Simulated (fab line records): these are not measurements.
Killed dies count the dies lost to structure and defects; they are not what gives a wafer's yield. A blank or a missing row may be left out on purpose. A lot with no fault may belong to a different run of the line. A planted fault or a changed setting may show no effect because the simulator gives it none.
A lot that was struck, set against a sound lot ; flow rit-cmos ; 17 out of 202 route steps
Sound: these wafers, L653.1, L653.3, L653.5. Struck: wafers L662.1, L662.5, L662.6. The cause is named last.
Each step with rows lists, per side, the tool, then ch with its chambers, then its first start. Under that, the readings that differ: sound wafers ; struck wafers ; difference of the means ; sigmas: that difference in standard deviations of wafers without a fault.
alike: words and numbers the same on both sides, and readings whose means are apart by under 2 such deviations; not compared: readings that were withheld, readings missing a value for some wafer, numbers with overlapping values and no deviation given by the record, and bounds like >300 which may hide the same value.
A row with sigmas, a row that says differs or no value, or rows on one side alone: a step with any of these is where the two part. Non-overlapping numbers with no deviation appear without sigmas and do not part them. A reading missing from all wafers of one side parts the sides only when that side holds two or more wafers.

first, 1 step without rows for these wafers: RIT_PRETRO_DEVELOP_05 (develop time 68 s).
RIT_PRETRO_OVL_MEAS_06:
  sound: overlay-02 at day 3 12:38; struck: overlay-01 at day 5 12:02
  alike: PRETRO_OVL
then, 2 steps without rows for these wafers: RIT_PRETRO_HARDBAKE_07 (time 120 s); RIT_PRETRO_IMPLANT_08.
RIT_PRETRO_STRIP_09: strips in O2, time 180 s.
  sound on plasma-asher-03 ch 0, day 3 13:05; struck on plasma-asher-01 ch 0,1, day 5 12:28
  alike: drypump-motor-current-A
  not compared: rf-hours-counter-h
RIT_PRETRO_TW_MEAS_10:
  sound: film-metro-01 at day 3 13:16; struck: film-metro-04 at day 5 12:38
reading;sound;struck;difference;sigmas
PRETRO_TW;469.8 471.4 471.5;475.8 479.1 478.3;+6.8;+2
then, 5 steps without rows for these wafers: RIT_GATE_WET_ETCH_00 (etches SiO2 in BOE, target depth 56 nm, time 60 s); RIT_GATE_CLEAN_01 (cleans in SC1, time 600 s); RIT_GATE_CLEAN_02 (cleans in dHF, time 30 s); RIT_GATE_CLEAN_03 (cleans in SC2, time 600 s); RIT_GATE_CLEAN_04 (cleans in dHF, time 60 s).
RIT_FOX2_THK_MEAS_91:
  sound: film-metro-02 at day 3 13:44; struck: film-metro-02 at day 5 13:07
reading;sound;struck;difference;sigmas
FIELD_OXIDE_LEFT_2_THK (nm);252 253 253;270 270 277;+20;+3
RIT_GATE_OXIDATION_05: target thk 3 nm, ox time 270 s.
  sound on furnace-01 ch 0, day 3 13:47; struck on furnace-01 ch 0, day 5 13:11
reading;sound;struck;difference;sigmas
ox-time-s (s);270 270 270;405 405 405;+135;
model.SiO2_of_GATE_OXIDATION_05.thk-nm (nm);2.828 2.872 2.884;4.006 4.032 4.008;+1.154;
  alike: ox-temp-c, ox-temp-c-max, spike-tc-source-C, tube_center_temp_C_max, zone-power-source-pct
then, 1 step without rows for these wafers: RIT_GATE_ANNEAL_06 (time 600 s).
RIT_GATE_THK_MEAS_07:
  sound: film-metro-03 at day 3 15:07; struck: film-metro-01 at day 5 16:13
reading;sound;struck;difference;sigmas
GATE_OXIDE_THK (nm);2.86 2.82 2.91;4.04 4.08 4.03;+1.19;+20
then, 1 step without rows for these wafers: RIT_GATE_CVD_08 (deposits poly-Si from SiH4, target thk 250 nm, time 2220 s).
RIT_M1_PROBE_99:
  sound: prober-01 at day 4 16:38; struck: prober-02 at day 6 15:08
reading;sound;struck;difference;sigmas
model.etest.pmos_0p3.r-on-ohm-um;5986 6060 6045;8038 8166 8100;+2071;
model.etest.pmos-turned.r-on-ohm-um;3338 3438 3340;3992 4062 3987;+642;
model.etest.pmos_0p15.r-on-ohm-um;2643 2730 2636;3236 3321 3258;+602;
model.etest.nmos_0p3.r-on-ohm-um;2062 2097 2090;2626 2642 2636;+552;
model.etest.nmos_0p15.r-on-ohm-um;1079 1118 1100;1240 1269 1252;+155;
model.etest.nmos_0p15.drive-ua-um;508 485.7 494.7;378.6 372.8 378.8;-119.4;
model.etest.nmos-narrow.drive-ua-um;245 239.5 232.1;152.1 152.2 153.1;-86.4;
model.etest.nmos_0p3.drive-ua-um;242.7 238.7 238.2;155.3 153.7 156.2;-84.8;
  alike: killed-at-contacts, killed-at-front-end, killed-dies, killed-open, killed-short

== WHERE THEY PART ==
Earliest at RIT_PRETRO_TW_MEAS_10; latest, in this record, at RIT_GATE_THK_MEAS_07. Later steps at which nothing parts them and some readings are alike: RIT_M1_PROBE_99.

WHY: what had been put in by the simulator
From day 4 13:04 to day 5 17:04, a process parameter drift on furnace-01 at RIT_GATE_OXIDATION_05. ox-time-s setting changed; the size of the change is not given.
